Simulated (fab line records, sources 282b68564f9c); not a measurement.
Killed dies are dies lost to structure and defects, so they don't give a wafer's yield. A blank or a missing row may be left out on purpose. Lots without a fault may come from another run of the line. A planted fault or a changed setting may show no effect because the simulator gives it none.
Which tool did it? | flow rit_cmos | 14 lots, 42 wafers sampled, at 1 step of a route of 202

WHAT THE GAUGES READ, wafer by wafer
The record holds no reading of a measuring or inspecting step that can be judged against a usual standard deviation.

WHICH TOOL RAN EACH LOT (tool, then ch and the chambers of the sampled wafers, then the start)
lot  | RIT_PLDD_STRIP_09
L550 | plasma_asher-03 ch 0, day 2 18:53
L551 | plasma_asher-03 ch 0, day 3 02:12
L552 | plasma_asher-03 ch 0,1, day 3 06:43
L554 | plasma_asher-04 ch 0,1, day 3 16:40
L556 | plasma_asher-04 ch 0,1, day 4 02:38
L557 | plasma_asher-04 ch 0,1, day 4 11:26
L558 | plasma_asher-04 ch 0,1, day 4 13:17
L559 | plasma_asher-04 ch 0,1, day 4 18:25
L568 | plasma_asher-04 ch 0,1, day 6 13:22
L569 | plasma_asher-04 ch 0,1, day 6 18:50
L570 | plasma_asher-01 ch 0,1, day 6 23:44
L571 | plasma_asher-01 ch 1, day 7 04:17
L572 | plasma_asher-03 ch 0,1, day 7 11:20
L573 | plasma_asher-01 ch 0,1, day 7 15:45
- RIT_PLDD_STRIP_09: strips in O2, time 180 s.

WHAT THE TOOLS THEMSELVES READ (means of the sampled wafers that have a number; where no wafer has one, the mark that the record gives instead)
RIT_PLDD_STRIP_09.
lot  | tool            | chamber_pressure_mTorr (mTorr) | drypump_motor_current_A (A)
L550 | plasma_asher-03 | 3998                           | 5.2
L551 | plasma_asher-03 | 3998                           | 5.1
L552 | plasma_asher-03 | 3998                           | 5.8
L554 | plasma_asher-04 | 3997                           | 5.3
L556 | plasma_asher-04 | 4003                           | 5.3
L557 | plasma_asher-04 | 3996                           | 5.3
L558 | plasma_asher-04 | -                              | -
L559 | plasma_asher-04 | -                              | -
L568 | plasma_asher-04 | 3999                           | 5.5
L569 | plasma_asher-04 | 3999                           | 5.5
L570 | plasma_asher-01 | 3997                           | 5.7
L571 | plasma_asher-01 | 4001                           | 5.6
L572 | plasma_asher-03 | 3997                           | 5.5
L573 | plasma_asher-01 | 3997                           | 5.6

THE ANSWER, worked out from the rows above alone
Rule: what is usual is taken from the lots themselves. Put in order of their means at a reading, lots are off if they are a third of the lots or fewer, leave a main group of 4 or more, and stand apart from it by a gap of 3 or more times the standard deviation of the main group's means; of several such gaps the widest counts. A main group whose means are all the same, to the digits that the tables above print for the reading, isn't used. A lot without any number at a reading at which 4 lots or more have one is off too. The other lots that the step has rows for count as sound. The gauges are gone through in route order, then the tools' own readings, and for those a lot's mean is taken as printed above. The first step at which some lot is off is used, and at that step the reading that is off furthest; a lot without a number counts as furthest.
Off: L558, L559, at RIT_PLDD_STRIP_09 (chamber_pressure_mTorr). Without a number there: L558, L559. The main group: mean 3998 mTorr, standard deviation 1.9.
A tool fits if, at that step or a process step before it, it ran every lot that is off, and no sound lot after the first of them. None of those tried fits.

WHAT THE SIMULATOR HAD PUT IN
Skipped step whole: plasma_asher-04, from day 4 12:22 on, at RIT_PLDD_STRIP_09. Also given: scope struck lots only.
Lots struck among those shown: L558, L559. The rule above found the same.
